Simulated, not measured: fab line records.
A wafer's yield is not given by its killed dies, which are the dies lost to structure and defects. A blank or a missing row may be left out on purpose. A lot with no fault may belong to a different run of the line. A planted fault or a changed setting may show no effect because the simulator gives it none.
Problem report, 8D (eight disciplines) form, completed by code + flow rit cmos + the parts of the form that need people (team, actions taken, sign-off) are left out

## 1. THE ISSUE
At RIT_PRETRO_DEVELOP_05, developer temp C averages 22.20 C over 6 wafers from 2 lots, while fault-free wafers read 23.01 C, standard deviation 0.11. Measured from the usual mean, that is -7.3 standard deviations.
The step: develop time 68 s.
The first sign was on wafer L160.3 at day 4 17:00, on litho track-02. Wafers with a number at this step in the record: 42, from 14 lots. By rule, "out" or "out of limits" means more than 4 standard deviations away from the usual mean. The rest of the wafers with a number are treated as sound.

## 2. WHAT IT IS, AND WHAT IT ISN'T
| question                    | is                     | is not                                                                                                         |
|-----------------------------|------------------------|----------------------------------------------------------------------------------------------------------------|
| which readings at this step | developer temp C       | -                                                                                                              |
| which lots                  | L160, L161             | L149, L150, L153, L158, L162, L163, L164, L167, L168, L169, L170, L171                                         |
| which wafers of those lots  | all that have a number | -                                                                                                              |
| read on which tools         | litho track-02         | litho track-01, litho track-04                                                                                 |
| when                        | from day 4 17:00       | up to then (12 sound wafers); but 24 sound wafers of L162, L163, L164, L167, L168, L169, L170, L171 came after |

## 3. THE SUSPECTS, EACH WITH WHAT RULES IT OUT
Counting: a tool at any process step up to the reading remains a suspect when it ran all the lots that are out and ran no sound lot after the first of those.
- litho track-02 at RIT_PRETRO_DEVELOP_05 (develop time 68 s): ruled out as a lasting fault. Following L160 (day 4 17:00), the first lot on it that is out, the sound lots L171 were run on it.
Left after counting: nothing in the record.

## 4. THE CAUSE (what the simulator had put in)
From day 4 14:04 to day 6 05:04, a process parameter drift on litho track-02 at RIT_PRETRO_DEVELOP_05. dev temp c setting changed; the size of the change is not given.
Counting ruled it out, wrongly.

## 5. SEQUENCE OF EFFECTS, ordered by route
Each row: a reading where the mean over the struck wafers with a number is more than 3 standard deviations away from the usual. Only readings whose record carries a usual standard deviation are examined. hours: median over the lots of the time between each lot's start at the first step of this table that gives one and its start at this step. sigmas: the change, counted in usual standard deviations.
| hours | step                  | reading          | usual   | on struck wafers | change | sigmas |
|-------|-----------------------|------------------|---------|------------------|--------|--------|
| 0     | RIT_PRETRO_DEVELOP_05 | developer temp C | 23.01 C | 22.20            | -0.81  | -7.3   |
Process steps it contains:
- RIT_PRETRO_DEVELOP_05: develop time 68 s.

## 6. WHAT WOULD HAVE CAUGHT IT SOONER
In this record the first reading out of limits was taken at day 4 17:00, 3 hours after the fault began at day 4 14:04.
